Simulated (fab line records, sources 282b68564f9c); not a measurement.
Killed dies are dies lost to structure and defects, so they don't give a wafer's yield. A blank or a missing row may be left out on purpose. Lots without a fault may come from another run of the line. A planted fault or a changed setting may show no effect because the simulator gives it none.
A struck lot beside a sound one | flow rit_cmos | 15 steps out of a route of 202
Sound: wafers L747.2, L747.4, L747.5. Struck: wafers L752.1, L752.2, L752.3. The cause comes at the end.
At each step with rows: each side's tool, then ch and its chambers, then its first start. Under that, the readings that differ: sound wafers | struck wafers | difference of the means | sigmas: that difference in standard deviations of wafers without a fault.
alike: readings whose means differ by less than 2 such deviations, and words and numbers that are the same on both sides. not compared: withheld readings, readings that some wafer has no value for, bounds like >300 that may hide the same value, and numbers for which the record gives no deviation and whose values overlap.
The two part at a step that has a row with sigmas, a row that says differs or no value, or rows on one side only. Numbers that don't overlap but have no deviation are shown without sigmas and don't part them. A reading that every wafer of one side lacks parts them only if that side has two wafers or more.

first, 3 steps without rows for these wafers: RIT_SDANNEAL_CLEAN_00 (cleans in SC1, time 600 s); RIT_SDANNEAL_CLEAN_01 (cleans in dHF, time 30 s); RIT_SDANNEAL_CLEAN_02 (cleans in SC2, time 600 s).
RIT_SDANNEAL_RTA_03: time 5 s.
  sound on rtp_anneal-02 ch 0, day 4 01:03; struck on rtp_anneal-01 ch 0, day 5 00:54
  alike: wafer_temp_C_max
RIT_SDANNEAL_RS_MEAS_04: measures by four-point-probe.
  sound on film_metro-03, day 4 01:07; struck on film_metro-02, day 5 00:58
  alike: PSD_RS
RIT_SDANNEAL_RS_MEAS_05: measures by four-point-probe.
  sound on film_metro-03, day 4 01:14; struck on film_metro-02, day 5 01:05
  alike: NSD_RS
RIT_SDANNEAL_RS_MEAS_06: measures by four-point-probe.
  sound on film_metro-03, day 4 01:22; struck on film_metro-02, day 5 01:12
  alike: PLDD_RS
RIT_SDANNEAL_RS_MEAS_07: measures by four-point-probe.
  sound on film_metro-03, day 4 01:29; struck on film_metro-02, day 5 01:19
  alike: NLDD_RS
then, 1 step without rows for these wafers: RIT_SILICIDE_WET_ETCH_00 (etches SiO2 in BOE, target depth 14 nm, time 15 s).
RIT_SILICIDE_SPUTTER_01: material Ti, target thk 30 nm, time 240 s.
  sound on pvd_sputter-02, day 4 01:35; struck on pvd_sputter-04, day 5 01:27
  alike: throttle_valve_pct
RIT_SILICIDE_RS_MEAS_02: measures by four-point-probe.
  sound on film_metro-03, day 4 01:46; struck on film_metro-01, day 5 01:36
  alike: SILICIDE_TI_RS
RIT_SILICIDE_THK_MEAS_03: measures by xrf.
  sound on film_metro-03, day 4 01:52; struck on film_metro-01, day 5 01:43
  alike: SILICIDE_TI_THK
RIT_SILICIDE_RTA_04: time 10 s, ramp up 5 s, ramp down 5 s.
  sound on rtp_anneal-02 ch 0, day 4 01:56; struck on rtp_anneal-02 ch 0, day 5 02:01
  alike: wafer_temp_C_max
then, 1 step without rows for these wafers: RIT_SILICIDE_WET_ETCH_05 (etches Ti in SPM, time 120 s).
RIT_M1_PROBE_99:
  sound on prober-02, day 4 09:05; struck on prober-01, day 5 08:42
  reading     | sound | struck | difference | sigmas
  killed_open | 9 5 5 | 5 1 1  | -4         | -2
  alike: killed_at_contacts, killed_at_front_end, killed_dies, killed_short

WHERE THEY PART
Only at RIT_M1_PROBE_99, within this record.

WHY: what the simulator had put in
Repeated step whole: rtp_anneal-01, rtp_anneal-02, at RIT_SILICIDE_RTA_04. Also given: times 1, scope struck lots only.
